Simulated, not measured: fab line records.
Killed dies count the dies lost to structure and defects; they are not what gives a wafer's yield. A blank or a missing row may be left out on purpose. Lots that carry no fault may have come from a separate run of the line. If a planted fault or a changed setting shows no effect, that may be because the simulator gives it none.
What tool caused it?    flow berkeley-cmos170    7 lots (21 wafers sampled), 1 step of a 331-step route

## WHAT EACH GAUGE READ, for each wafer
UCB170_PVT_OVL_MEAS_06.
lot   measured      on          PVT_OVL (nm)
L330  day 7 20:41   overlay-01  -1 1 -4
L333  day 8 23:55   overlay-02  4 14 4
L339  day 9 19:25   overlay-02  7 11 15
L344  day 10 02:41  overlay-02  2 4 8
L348  day 11 01:17  overlay-01  9 13 13
L350  day 11 09:07  overlay-01  4 4 0
L351  day 12 00:44  overlay-02  11 8 6

## WHICH TOOL RAN EACH LOT (tool, then ch and the chambers of the sampled wafers, then the start)
There is no process step in the record ahead of these readings.

## THE ANSWER, worked out from the rows above alone
Rule: the usual values come from the lots themselves. Put in order of their means at a reading, lots are off if they are a third of the lots or fewer, leave a main group of 4 or more, and stand apart from it by a gap of 3 or more times the standard deviation of the main group's means; of several such gaps the widest counts. A main group whose means are all the same, to the digits that the tables above print for the reading, isn't used. Also off: a lot with no number at a reading for which 4 or more lots have one. All remaining lots with rows at the step are treated as sound.
No lot is off on any of the readings shown, so nothing can be concluded from this.

## WHAT WAS PUT IN BY THE SIMULATOR
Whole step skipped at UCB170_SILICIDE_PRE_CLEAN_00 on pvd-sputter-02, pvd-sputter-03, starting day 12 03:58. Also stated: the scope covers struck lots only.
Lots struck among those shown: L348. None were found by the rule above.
